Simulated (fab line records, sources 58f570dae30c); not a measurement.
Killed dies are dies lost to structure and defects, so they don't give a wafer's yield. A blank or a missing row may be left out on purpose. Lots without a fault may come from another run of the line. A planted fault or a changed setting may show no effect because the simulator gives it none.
Chamber matching | flow berkeley_cmos170 | UCB170_V1_CMP_02 on cmp-01: 4 sister chambers
The step polishes SiO2. 8 wafers are shown with their chamber, then 9 later ones without.

WAFERS WITH THEIR CHAMBER
wafer  | chamber | motor_current_A (A)
L771.3 | 0       | 15.4
L775.5 | 2       | 14.1
L774.1 | 3       | 15.5
L774.2 | 1       | 15.1
L774.4 | 2       | 15.0
L779.1 | 0       | 17.0
L779.3 | 1       | 15.6
L779.4 | 3       | 15.5

WAFERS WITHOUT THEIR CHAMBER
wafer  | motor_current_A (A)
L777.2 | 15.4
L777.3 | 15.7
L777.4 | 16.4
L781.2 | 16.8
L781.4 | 14.1
L781.5 | 14.8
L787.2 | 15.0
L787.3 | 15.5
L787.6 | 16.1

WHICH CHAMBER EACH WENT THROUGH
wafer  | from the rows above               | in truth
L777.2 | can't be placed: 1 or 3 or 0 or 2 | 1
L777.3 | can't be placed: 3 or 1 or 0 or 2 | 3
L777.4 | can't be placed: 0 or 3 or 1      | 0
L781.2 | can't be placed: 0 or 3 or 1      | 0
L781.4 | can't be placed: 2 or 1 or 3      | 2
L781.5 | can't be placed: 2 or 1 or 3 or 0 | 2
L787.2 | can't be placed: 1 or 2 or 3 or 0 | 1
L787.3 | can't be placed: 3 or 1 or 0 or 2 | 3
L787.6 | can't be placed: 0 or 3 or 1      | 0
Placed correctly: 0 of 9. Can't be placed from these rows: 9 (the true chamber is among the candidates in 9). Placed wrongly: 0.
How it was worked out, from the rows above alone: a wafer's distance from a chamber is the root of the sum, over the readings, of the square of ((its reading less the chamber's mean) divided by the reading's scatter). The wafer belongs to the nearest chamber; if the next one is less than 2 further off, it can't be placed. A chamber's mean is the mean of its shown wafers. The scatter: the root of (the sum of the squares of (reading less its chamber's mean) over the shown wafers, divided by (wafers less chambers)).
